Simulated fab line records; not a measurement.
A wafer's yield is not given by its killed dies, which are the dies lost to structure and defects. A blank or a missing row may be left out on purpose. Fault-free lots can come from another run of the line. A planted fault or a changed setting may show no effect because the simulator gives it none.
fab line records + flow rit_cmos
record:
- lots: 13
- wafers: 39
- last_day: 8
route steps=202 shown ACTIVE@19 NSD@140 CONTACT@177 M1@194
lots untouched by any fault: they come from a run of this same line in which no faults occurred
start_h: hours from the record's first day to the start of the lot's first wafer shown + wait_h: how many hours have passed since the lot's step before this one + " repeats the value in the row above + L1.1+2: several wafers, shown together as one row + - no value present, or no start provided + * or withheld: withheld + < > ~ a bound
route shown NAME@n: NAME is a module with steps in the file, n the number in the route of the first one + usual: mean/standard deviation taken from wafers without a fault + same: alike in all rows + chamber/n: place in a boat + sites: readings site by site + _std_site: how widely they spread, as a standard deviation + _edge_site: inner sites' mean taken away from outer sites' mean + radius_mm: for every site, how far away it sits from the centre of the wafer + mask NAME#n: copy n + behind: the tool/chamber that last shaped the wafer + hold: cause of the lot's hold/its duration in hours/its outcome + device: names the non-switching transistor (n, p or np) + end of line: the route-end tests of the same wafers + a step given without rows: its recipe and nothing more + killed: count of dies lost to structure and defects at first sort (not the wafer's yield) + map: shows each die of a wafer: x if killed, . if not, _ if none is there
set.NAME: the setting that was run; set.NAME@STEP: the one run at that earlier step + model.NAME: the simulator's own value behind a step, which no gauge read
the route's steps for a sample of lots (tables are steps, rows are wafers)
services: the hour from which a tool's chamber was out of use, counted from the record's first day as start_h (under 0 if before that day), plus the number of hours and why
== steps ==
step: RIT_ACTIVE_CLEAN_17
recipe:
- chemistry: SC2
- mix: 3:3:50
- time_s: 600
- temp_c: 75
- dry: n2_spin
usual:
- bath_guard_temp_C: 75.1/0.61
| lot.wafer | tool         | chamber | start_h | wait_h | bath_guard_temp_C |
|-----------|--------------|---------|---------|--------|-------------------|
| L961.3    | wet_bench-04 | 0       | 15.33   | 0.0    | 74.6              |
| L961.4    | "            | 0       | "       | "      | 74.7              |
| L961.5    | "            | 0       | "       | "      | 74.1              |
| L962.4    | wet_bench-03 | 0       | 21.35   | 0.0    | 74.7              |
| L962.5    | "            | 0       | "       | "      | 74.8              |
| L962.6    | "            | 0       | "       | "      | 74.5              |
| L963.1    | wet_bench-04 | 2       | 25.52   | 0.0    | 74.4              |
| L963.5    | "            | 2       | "       | "      | 74.8              |
| L963.6    | "            | 2       | "       | "      | 74.6              |
| L964.2    | wet_bench-02 | 0       | 31.36   | 0.0    | 75.6              |
| L964.4    | "            | 0       | "       | "      | 75.6              |
| L964.6    | "            | 0       | "       | "      | 75.3              |
| L965.2    | wet_bench-04 | 0       | 38.78   | 0.0    | 74.4              |
| L965.3    | "            | 0       | "       | "      | 74.5              |
| L965.4    | "            | 0       | "       | "      | 74.4              |
| L966.1    | wet_bench-04 | 2       | 40.79   | 0.0    | 74.4              |
| L966.4    | "            | 2       | "       | "      | 74.6              |
| L966.5    | "            | 2       | "       | "      | 74.4              |
| L969.2    | wet_bench-04 | 0       | 55.49   | 0.0    | 74.8              |
| L969.5    | "            | 0       | "       | "      | 74.7              |
| L969.6    | "            | 0       | "       | "      | 74.6              |
| L972.1    | wet_bench-02 | 1       | 71.38   | 0.0    | 74.8              |
| L972.2    | "            | 1       | "       | "      | 75.5              |
| L972.6    | "            | 1       | "       | "      | 75.3              |
| L973.1    | wet_bench-02 | 2       | 76.68   | 0.0    | 75.8              |
| L973.4    | "            | 2       | "       | "      | 75.8              |
| L973.6    | "            | 2       | "       | "      | 75.9              |
| L977.1    | wet_bench-04 | 2       | 96.08   | 0.0    | 74.9              |
| L977.2    | "            | 2       | "       | "      | 74.6              |
| L977.4    | "            | 2       | "       | "      | 74.6              |
| L978.1    | wet_bench-02 | 3       | 102.11  | 0.0    | 75.3              |
| L978.5    | "            | 3       | "       | "      | 74.7              |
| L978.6    | "            | 3       | "       | "      | 75.1              |
| L983.1    | wet_bench-02 | 2       | 125.52  | 0.0    | 75.7              |
| L983.3    | "            | 2       | "       | "      | 75.2              |
| L983.5    | "            | 2       | "       | "      | 75.8              |
| L984.1    | wet_bench-03 | 0       | 131.28  | 0.0    | 74.2              |
| L984.3    | "            | 0       | "       | "      | 74.2              |
| L984.4    | "            | 0       | "       | "      | 74.2              |
step: RIT_NSD_STRIP_09
recipe:
- chemistry: O2
- time_s: 180
- resist: NOVOLAK
- platen_temp_c: withheld
- power_w: 500
- pressure_mtorr: 4000
- o2_flow_sccm: 4000
usual:
- chamber_pressure_mTorr: 4000/3.5
- drypump_motor_current_A: 6.0/0.55
| lot.wafer | tool            | chamber | start_h | wait_h | chamber_pressure_mTorr | drypump_motor_current_A | rf_hours_counter_h |
|-----------|-----------------|---------|---------|--------|------------------------|-------------------------|--------------------|
| L961.3    | plasma_asher-03 | 1       | 50.00   | 0.1    | 4002                   | 6.5                     | -                  |
| L961.4    | "               | 0       | "       | "      | 4002                   | 6.2                     | -                  |
| L961.5    | "               | 1       | "       | "      | 4000                   | 6.6                     | -                  |
| L962.4    | plasma_asher-03 | 1       | 54.15   | 0.1    | 3993                   | 6.6                     | -                  |
| L962.5    | "               | 0       | "       | "      | 4003                   | 6.2                     | -                  |
| L962.6    | "               | 1       | "       | "      | 4001                   | 6.6                     | -                  |
| L963.1    | plasma_asher-04 | 0       | 61.58   | 0.1    | 3993                   | 6.3                     | 27                 |
| L963.5    | "               | 0       | "       | "      | 4000                   | 6.3                     | -                  |
| L963.6    | "               | 1       | "       | "      | 4001                   | 5.3                     | -                  |
| L964.2    | plasma_asher-03 | 1       | 67.70   | 0.1    | 3998                   | 6.6                     | 43                 |
| L964.4    | "               | 0       | "       | "      | 3996                   | 6.2                     | -                  |
| L964.6    | "               | 0       | "       | "      | 4001                   | 6.2                     | -                  |
| L965.2    | plasma_asher-04 | 1       | 73.18   | 0.1    | 4001                   | 5.3                     | 29                 |
| L965.3    | "               | 0       | "       | "      | 4002                   | 6.3                     | -                  |
| L965.4    | "               | 1       | "       | "      | 4000                   | 5.3                     | -                  |
| L966.1    | plasma_asher-02 | 0       | 75.11   | 0.1    | 4000                   | 6.0                     | 40                 |
| L966.4    | "               | 1       | "       | "      | 4003                   | 4.9                     | -                  |
| L966.5    | "               | 0       | "       | "      | 3997                   | 6.0                     | -                  |
| L969.2    | plasma_asher-02 | 1       | 89.97   | 0.1    | 4006                   | 4.8                     | 41                 |
| L969.5    | "               | 1       | "       | "      | 4001                   | 4.8                     | -                  |
| L969.6    | "               | 0       | "       | "      | 4002                   | 5.9                     | -                  |
| L972.1    | plasma_asher-02 | 1       | 104.59  | 0.1    | 4003                   | 4.8                     | 43                 |
| L972.2    | "               | 0       | "       | "      | 4002                   | 5.9                     | 43                 |
| L972.6    | "               | 1       | "       | "      | 3999                   | 4.8                     | -                  |
| L973.1    | plasma_asher-04 | 0       | 110.92  | 0.1    | 4005                   | 6.3                     | 33                 |
| L973.4    | "               | 0       | "       | "      | 3997                   | 6.3                     | -                  |
| L973.6    | "               | 0       | "       | "      | 3999                   | 6.3                     | -                  |
| L977.1    | plasma_asher-02 | 0       | 129.95  | 0.1    | 3998                   | 5.9                     | 1                  |
| L977.2    | "               | 1       | "       | "      | 3997                   | 4.8                     | 1                  |
| L977.4    | "               | 1       | "       | "      | 4000                   | 4.8                     | -                  |
| L978.1    | plasma_asher-03 | 1       | 133.71  | 0.1    | 3994                   | 6.5                     | 50                 |
| L978.5    | "               | 1       | "       | "      | 3999                   | 6.6                     | -                  |
| L978.6    | "               | 0       | "       | "      | 3999                   | 6.2                     | -                  |
| L983.1    | plasma_asher-03 | 1       | 163.93  | 0.1    | 3997                   | 6.5                     | 53                 |
| L983.3    | "               | 1       | "       | "      | 3998                   | 6.5                     | -                  |
| L983.5    | "               | 0       | "       | "      | 4001                   | 6.2                     | -                  |
| L984.1    | plasma_asher-03 | 0       | 172.36  | 0.1    | 4004                   | 6.2                     | 54                 |
| L984.3    | "               | 0       | "       | "      | 4001                   | 6.2                     | -                  |
| L984.4    | "               | 1       | "       | "      | 4001                   | 6.5                     | -                  |
step: RIT_CONTACT_OVL_MEAS_09
usual:
- CONTACT_OVL: 0.3/1.2
| lot.wafer | tool       | chamber | start_h | wait_h | CONTACT_OVL[nm] |
|-----------|------------|---------|---------|--------|-----------------|
| L961.3    | overlay-02 | -       | 54.32   | 0.1    | 1.2             |
| L961.4    | "          | -       | "       | "      | 0.8             |
| L961.5    | "          | -       | "       | "      | 2.3             |
| L962.4    | overlay-02 | -       | 58.72   | 0.1    | -1.8            |
| L962.5    | "          | -       | "       | "      | -2.0            |
| L962.6    | "          | -       | "       | "      | -1.5            |
| L963.1    | overlay-02 | -       | 65.98   | 0.1    | -0.3            |
| L963.5    | "          | -       | "       | "      | -0.6            |
| L963.6    | "          | -       | "       | "      | -0.2            |
| L964.2    | overlay-02 | -       | 72.11   | 0.1    | -0.5            |
| L964.4    | "          | -       | "       | "      | -1.2            |
| L964.6    | "          | -       | "       | "      | -0.6            |
| L965.2    | overlay-01 | -       | 77.75   | 0.1    | 0.4             |
| L965.3    | "          | -       | "       | "      | 0.3             |
| L965.4    | "          | -       | "       | "      | -0.5            |
| L966.1    | overlay-01 | -       | 79.59   | 0.1    | -0.6            |
| L966.4    | "          | -       | "       | "      | 1.0             |
| L966.5    | "          | -       | "       | "      | 1.6             |
| L969.2    | overlay-01 | -       | 94.79   | 0.1    | 1.6             |
| L969.5    | "          | -       | "       | "      | 1.5             |
| L969.6    | "          | -       | "       | "      | 1.9             |
| L972.1    | overlay-02 | -       | 113.55  | 0.1    | 0.6             |
| L972.2    | "          | -       | "       | "      | 1.8             |
| L972.6    | "          | -       | "       | "      | 1.9             |
| L973.1    | overlay-02 | -       | 115.58  | 0.1    | -1.0            |
| L973.4    | "          | -       | "       | "      | 0.3             |
| L973.6    | "          | -       | "       | "      | -0.7            |
| L977.1    | overlay-02 | -       | 134.36  | 0.1    | 0.2             |
| L977.2    | "          | -       | "       | "      | 0.0             |
| L977.4    | "          | -       | "       | "      | 0.0             |
| L978.1    | overlay-02 | -       | 138.21  | 0.1    | 1.1             |
| L978.5    | "          | -       | "       | "      | 0.1             |
| L978.6    | "          | -       | "       | "      | 1.3             |
| L983.1    | overlay-02 | -       | 168.24  | 0.1    | 1.3             |
| L983.3    | "          | -       | "       | "      | 1.7             |
| L983.5    | "          | -       | "       | "      | 0.9             |
| L984.1    | overlay-01 | -       | 176.82  | 0.1    | 0.5             |
| L984.3    | "          | -       | "       | "      | 0.4             |
| L984.4    | "          | -       | "       | "      | 1.4             |
step: RIT_M1_OVL_MEAS_10
usual:
- M1_OVL: 0.6/1.3
| lot.wafer | tool       | chamber | start_h | wait_h | M1_OVL[nm] |
|-----------|------------|---------|---------|--------|------------|
| L961.3    | overlay-01 | -       | 56.94   | 0.1    | 0.6        |
| L961.4    | "          | -       | "       | "      | 1.0        |
| L961.5    | "          | -       | "       | "      | -0.2       |
| L962.4    | overlay-02 | -       | 61.35   | 0.1    | 1.7        |
| L962.5    | "          | -       | "       | "      | 1.2        |
| L962.6    | "          | -       | "       | "      | 0.1        |
| L963.1    | overlay-02 | -       | 68.48   | 0.1    | 1.9        |
| L963.5    | "          | -       | "       | "      | 2.0        |
| L963.6    | "          | -       | "       | "      | 1.1        |
| L964.2    | overlay-01 | -       | 74.74   | 0.1    | -2.4       |
| L964.4    | "          | -       | "       | "      | -1.5       |
| L964.6    | "          | -       | "       | "      | -1.6       |
| L965.2    | overlay-01 | -       | 80.44   | 0.1    | 0.0        |
| L965.3    | "          | -       | "       | "      | -0.2       |
| L965.4    | "          | -       | "       | "      | -0.7       |
| L966.1    | overlay-01 | -       | 82.09   | 0.1    | 0.3        |
| L966.4    | "          | -       | "       | "      | 1.2        |
| L966.5    | "          | -       | "       | "      | 2.3        |
| L969.2    | overlay-02 | -       | 97.29   | 0.1    | 1.5        |
| L969.5    | "          | -       | "       | "      | 1.0        |
| L969.6    | "          | -       | "       | "      | 1.2        |
| L972.1    | overlay-02 | -       | 116.19  | 0.1    | -0.7       |
| L972.2    | "          | -       | "       | "      | -1.9       |
| L972.6    | "          | -       | "       | "      | -0.7       |
| L973.1    | overlay-02 | -       | 118.58  | 0.1    | 1.0        |
| L973.4    | "          | -       | "       | "      | 1.6        |
| L973.6    | "          | -       | "       | "      | 0.8        |
| L977.1    | overlay-02 | -       | 137.00  | 0.1    | 0.8        |
| L977.2    | "          | -       | "       | "      | -0.6       |
| L977.4    | "          | -       | "       | "      | -0.1       |
| L978.1    | overlay-02 | -       | 140.85  | 0.1    | -1.0       |
| L978.5    | "          | -       | "       | "      | -1.7       |
| L978.6    | "          | -       | "       | "      | -2.0       |
| L983.1    | overlay-01 | -       | 170.74  | 0.1    | 0.1        |
| L983.3    | "          | -       | "       | "      | -1.0       |
| L983.5    | "          | -       | "       | "      | 0.3        |
| L984.1    | overlay-02 | -       | 179.41  | 0.1    | -0.1       |
| L984.3    | "          | -       | "       | "      | 1.6        |
| L984.4    | "          | -       | "       | "      | 1.8        |
step: RIT_M1_PROBE_99
usual:
- killed_at_contacts: 0.1/0.3
- killed_at_front_end: 7/3.4
- killed_dies: 7/3.4
- killed_open: 3.6/2.1
- killed_short: 3.5/2.1
same:
- gross_dies: 264
- killed_at_M0_to_M3: 0
- killed_at_M4_up: 0
- killed_at_back_side: 0
- killed_at_other: 0
| lot.wafer | tool      | chamber | start_h | wait_h | killed_at_contacts | killed_at_front_end | killed_dies | killed_open | killed_short |
|-----------|-----------|---------|---------|--------|--------------------|---------------------|-------------|-------------|--------------|
| L961.3    | prober-01 | -       | 59.57   | 0.2    | 0                  | 5                   | 5           | 0           | 5            |
| L961.4    | prober-01 | -       | 59.62   | 0.2    | 0                  | 2                   | 2           | 2           | 0            |
| L961.5    | prober-01 | -       | 59.67   | 0.2    | 0                  | 10                  | 10          | 2           | 8            |
| L962.4    | prober-02 | -       | 64.02   | 0.2    | 0                  | 7                   | 7           | 3           | 4            |
| L962.5    | prober-02 | -       | 64.07   | 0.2    | 0                  | 9                   | 9           | 5           | 4            |
| L962.6    | prober-02 | -       | 64.12   | 0.2    | 0                  | 8                   | 8           | 2           | 6            |
| L963.1    | prober-01 | -       | 71.14   | 0.1    | 0                  | 4                   | 4           | 3           | 1            |
| L963.5    | prober-01 | -       | 71.34   | 0.2    | 0                  | 6                   | 6           | 4           | 2            |
| L963.6    | prober-01 | -       | 71.39   | 0.2    | 0                  | 5                   | 5           | 4           | 1            |
| L964.2    | prober-02 | -       | 77.39   | 0.1    | 0                  | 5                   | 5           | 4           | 1            |
| L964.4    | prober-02 | -       | 77.49   | 0.2    | 0                  | 4                   | 4           | 2           | 2            |
| L964.6    | prober-02 | -       | 77.59   | 0.2    | 0                  | 5                   | 5           | 1           | 4            |
| L965.2    | prober-01 | -       | 83.04   | 0.1    | 0                  | 10                  | 10          | 4           | 6            |
| L965.3    | prober-01 | -       | 83.09   | 0.2    | 0                  | 3                   | 3           | 2           | 1            |
| L965.4    | prober-01 | -       | 83.14   | 0.2    | 0                  | 5                   | 5           | 3           | 2            |
| L966.1    | prober-02 | -       | 84.63   | 0.1    | 0                  | 3                   | 3           | 1           | 2            |
| L966.4    | prober-02 | -       | 84.78   | 0.2    | 1                  | 3                   | 4           | 2           | 2            |
| L966.5    | prober-02 | -       | 84.83   | 0.2    | 0                  | 4                   | 4           | 3           | 1            |
| L969.2    | prober-01 | -       | 99.88   | 0.1    | 0                  | 6                   | 6           | 4           | 2            |
| L969.5    | prober-01 | -       | 100.03  | 0.2    | 0                  | 11                  | 11          | 5           | 6            |
| L969.6    | prober-01 | -       | 100.08  | 0.2    | 0                  | 8                   | 8           | 6           | 2            |
| L972.1    | prober-02 | -       | 118.73  | 0.1    | 0                  | 7                   | 7           | 4           | 3            |
| L972.2    | prober-02 | -       | 118.78  | 0.1    | 0                  | 9                   | 9           | 5           | 4            |
| L972.6    | prober-02 | -       | 118.98  | 0.2    | 0                  | 11                  | 11          | 6           | 5            |
| L973.1    | prober-01 | -       | 121.20  | 0.1    | 0                  | 6                   | 6           | 4           | 2            |
| L973.4    | prober-01 | -       | 121.35  | 0.2    | 0                  | 5                   | 5           | 5           | 0            |
| L973.6    | prober-01 | -       | 121.45  | 0.2    | 0                  | 2                   | 2           | 1           | 1            |
| L977.1    | prober-01 | -       | 139.74  | 0.1    | 0                  | 10                  | 10          | 7           | 3            |
| L977.2    | prober-01 | -       | 139.79  | 0.1    | 0                  | 3                   | 3           | 1           | 2            |
| L977.4    | prober-01 | -       | 139.89  | 0.2    | 1                  | 9                   | 10          | 5           | 5            |
| L978.1    | prober-02 | -       | 143.39  | 0.1    | 0                  | 6                   | 6           | 5           | 1            |
| L978.5    | prober-02 | -       | 143.59  | 0.2    | 0                  | 2                   | 2           | 0           | 2            |
| L978.6    | prober-02 | -       | 143.64  | 0.2    | 0                  | 5                   | 5           | 2           | 3            |
| L983.1    | prober-02 | -       | 173.28  | 0.1    | 1                  | 35                  | 36          | 1           | 5            |
| L983.3    | prober-02 | -       | 173.38  | 0.2    | 0                  | 33                  | 33          | 5           | 0            |
| L983.5    | prober-02 | -       | 173.48  | 0.2    | 0                  | 40                  | 40          | 4           | 4            |
| L984.1    | prober-01 | -       | 181.95  | 0.1    | 0                  | 10                  | 10          | 7           | 3            |
| L984.3    | prober-01 | -       | 182.05  | 0.2    | 0                  | 11                  | 11          | 6           | 5            |
| L984.4    | prober-01 | -       | 182.10  | 0.2    | 0                  | 11                  | 11          | 4           | 7            |
killed by level:class
L961.3 SPACER:geometric_particle:short=3 GATE:geometric_particle:short=2
L961.4 FOX2:geometric_particle:open=1 GATE:geometric_particle:open=1
L961.5 GATE:geometric_particle:short=2 SPACER:geometric_particle:short=2 FOX1:geometric_particle:short=1 FOX1:geometric_particle:open=1 FOX2:geometric_particle:short=1 REOX:geometric_particle:short=1 REOX:geometric_particle:open=1 SILICIDE:geometric_particle:short=1
L962.4 GATE:geometric_particle:short=4 FOX1:geometric_particle:open=1 FOX2:geometric_particle:open=1 GATE:geometric_particle:open=1
L962.5 GATE:geometric_particle:open=3 GATE:geometric_particle:short=2 FOX2:geometric_particle:open=1 REOX:geometric_particle:short=1 SPACER:geometric_particle:short=1 SPACER:geometric_particle:open=1
L962.6 GATE:geometric_particle:short=4 GATE:geometric_particle:open=2 SPACER:geometric_particle:short=1 SILICIDE:geometric_particle:short=1
L963.1 GATE:geometric_particle:open=3 GATE:geometric_particle:short=1
L963.5 GATE:geometric_particle:open=2 FOX1:geometric_particle:open=1 GATE:geometric_particle:short=1 SILICIDE:geometric_particle:short=1 SILICIDE:geometric_particle:open=1
L963.6 FOX1:geometric_particle:open=1 GATE:geometric_particle:open=1 GATE:geometric_particle:short=1 SPACER:geometric_particle:open=1 SILICIDE:geometric_particle:open=1
L964.2 FOX1:geometric_particle:open=2 GATE:geometric_particle:open=2 GATE:geometric_particle:short=1
L964.4 FOX1:geometric_particle:short=1 GATE:geometric_particle:open=1 SILICIDE:geometric_particle:short=1 SILICIDE:geometric_particle:open=1
L964.6 FOX1:geometric_particle:short=2 GATE:geometric_particle:open=1 SPACER:geometric_particle:short=1 SILICIDE:geometric_particle:short=1
L965.2 FOX1:geometric_particle:short=2 GATE:geometric_particle:short=2 ACTIVE:geometric_particle:open=1 FOX1:geometric_particle:open=1 GATE:geometric_particle:open=1 REOX:geometric_particle:short=1 REOX:geometric_particle:open=1 SPACER:geometric_particle:short=1
L965.3 GATE:geometric_particle:short=1 GATE:geometric_particle:open=1 SPACER:geometric_particle:open=1
L965.4 REOX:geometric_particle:open=2 FOX1:geometric_particle:open=1 GATE:geometric_particle:short=1 REOX:geometric_particle:short=1
L966.1 GATE:geometric_particle:short=2 SILICIDE:geometric_particle:open=1
L966.4 FOX2:geometric_particle:open=1 SPACER:geometric_particle:open=1 SPACER:geometric_particle:short=1 CONTACT:geometric_particle:short=1
L966.5 GATE:geometric_particle:open=2 FOX2:geometric_particle:open=1 FOX2:geometric_particle:short=1
L969.2 SILICIDE:geometric_particle:open=2 FOX1:geometric_particle:open=1 GATE:geometric_particle:open=1 GATE:geometric_particle:short=1 SILICIDE:geometric_particle:short=1
L969.5 GATE:geometric_particle:short=4 GATE:geometric_particle:open=2 FOX1:geometric_particle:short=1 FOX2:geometric_particle:open=1 REOX:geometric_particle:open=1 REOX:geometric_particle:short=1 SILICIDE:geometric_particle:open=1
L969.6 FOX1:geometric_particle:open=2 GATE:geometric_particle:open=2 REOX:geometric_particle:open=2 GATE:geometric_particle:short=1 SILICIDE:geometric_particle:short=1
L972.1 GATE:geometric_particle:open=3 GATE:geometric_particle:short=1 REOX:geometric_particle:open=1 SPACER:geometric_particle:short=1 SILICIDE:geometric_particle:short=1
L972.2 GATE:geometric_particle:open=3 GATE:geometric_particle:short=2 FOX1:geometric_particle:short=1 REOX:geometric_particle:open=1 SPACER:geometric_particle:open=1 SILICIDE:geometric_particle:short=1
L972.6 GATE:geometric_particle:short=4 GATE:geometric_particle:open=2 SPACER:geometric_particle:open=2 FOX1:geometric_particle:open=1 REOX:geometric_particle:short=1 REOX:geometric_particle:open=1
L973.1 GATE:geometric_particle:short=2 FOX2:geometric_particle:open=1 GATE:geometric_particle:open=1 SPACER:geometric_particle:open=1 SILICIDE:geometric_particle:open=1
L973.4 REOX:geometric_particle:open=2 FOX2:geometric_particle:open=1 GATE:geometric_particle:open=1 SPACER:geometric_particle:open=1
L973.6 REOX:geometric_particle:open=1 SILICIDE:geometric_particle:short=1
L977.1 GATE:geometric_particle:open=5 GATE:geometric_particle:short=3 SPACER:geometric_particle:open=1 SILICIDE:geometric_particle:open=1
L977.2 FOX1:geometric_particle:short=1 FOX2:geometric_particle:short=1 FOX2:geometric_particle:open=1
L977.4 GATE:geometric_particle:open=3 FOX2:geometric_particle:short=2 FOX1:geometric_particle:short=1 FOX1:geometric_particle:open=1 GATE:geometric_particle:short=1 SILICIDE:geometric_particle:open=1 CONTACT:geometric_particle:short=1
L978.1 GATE:geometric_particle:open=4 GATE:geometric_particle:short=1 REOX:geometric_particle:open=1
L978.5 FOX1:geometric_particle:short=1 GATE:geometric_particle:short=1
L978.6 GATE:geometric_particle:open=2 FOX1:geometric_particle:short=1 GATE:geometric_particle:short=1 SPACER:geometric_particle:short=1
L983.1 ACTIVE:unspecified=30 GATE:geometric_particle:short=3 GATE:geometric_particle:open=1 SPACER:geometric_particle:short=1 CONTACT:geometric_particle:short=1
L983.3 ACTIVE:unspecified=28 GATE:geometric_particle:open=3 SPACER:geometric_particle:open=2
L983.5 ACTIVE:unspecified=32 GATE:geometric_particle:short=3 GATE:geometric_particle:open=2 REOX:geometric_particle:open=1 SILICIDE:geometric_particle:open=1 SILICIDE:geometric_particle:short=1
L984.1 FOX1:geometric_particle:open=3 FOX2:geometric_particle:open=2 SPACER:geometric_particle:open=2 SPACER:geometric_particle:short=2 GATE:geometric_particle:short=1
L984.3 GATE:geometric_particle:short=3 GATE:geometric_particle:open=3 SILICIDE:geometric_particle:short=2 SILICIDE:geometric_particle:open=2 FOX1:geometric_particle:open=1
L984.4 GATE:geometric_particle:open=3 GATE:geometric_particle:short=3 FOX1:geometric_particle:short=2 FOX1:geometric_particle:open=1 FOX2:geometric_particle:short=1 SILICIDE:geometric_particle:short=1
== services ==
| tool            | chamber | start_h | hours | kind       |
|-----------------|---------|---------|-------|------------|
| plasma_asher-04 | -       | 28.31   | 5.7   | repair     |
| wet_bench-04    | -       | 30.24   | 5.9   | repair     |
| wet_bench-04    | -       | 49.05   | 1.7   | repair     |
| plasma_asher-03 | -       | 70.37   | 1.0   | repair     |
| plasma_asher-02 | -       | 77.49   | 2.8   | pm         |
| plasma_asher-03 | -       | 93.07   | 7.8   | repair     |
| plasma_asher-02 | -       | 108.75  | 9.0   | pm         |
| plasma_asher-02 | 0       | 108.75  | 9.0   | vent_cycle |
| plasma_asher-02 | 1       | 108.75  | 9.0   | vent_cycle |
| plasma_asher-02 | 0       | 117.75  | -     | clean      |
| plasma_asher-02 | 1       | 117.75  | -     | clean      |
| plasma_asher-02 | -       | 143.74  | 0.5   | repair     |
== key ==
first_sign:
- step: RIT_M1_PROBE_99
- reading: killed_at_front_end
- direction: up
- sigmas: 8.6
- usual: 7
- struck: 36
effect:
- step: RIT_M1_PROBE_99
- reading: killed_dies
- direction: up
- sigmas: 8.6
- usual: 7
- struck: 36
met_at RIT_ACTIVE_CLEAN_17
struck_lots L983
struck_wafers L983.1,L983.3,L983.5
tester_left_out L983
not_acting_at RIT_NSD_STRIP_09,RIT_CONTACT_OVL_MEAS_09,RIT_M1_OVL_MEAS_10
onset_between 76.68 125.52
fault:
- kind: chamber_particle_source
- tool: wet_bench-02
- chamber: 2
- onset_h: 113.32
- steps: RIT_ACTIVE_CLEAN_17
- rate_per_visit_cm2: 0.85863
- end_h: 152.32
tester_left_out: of these lots the tester's yield and bins aren't shown, on N5 and GAA mostly nor the transistor test; their killed dies are dies lost to structure and defects alone, not to doping, threshold or leakage, so they don't give the yield
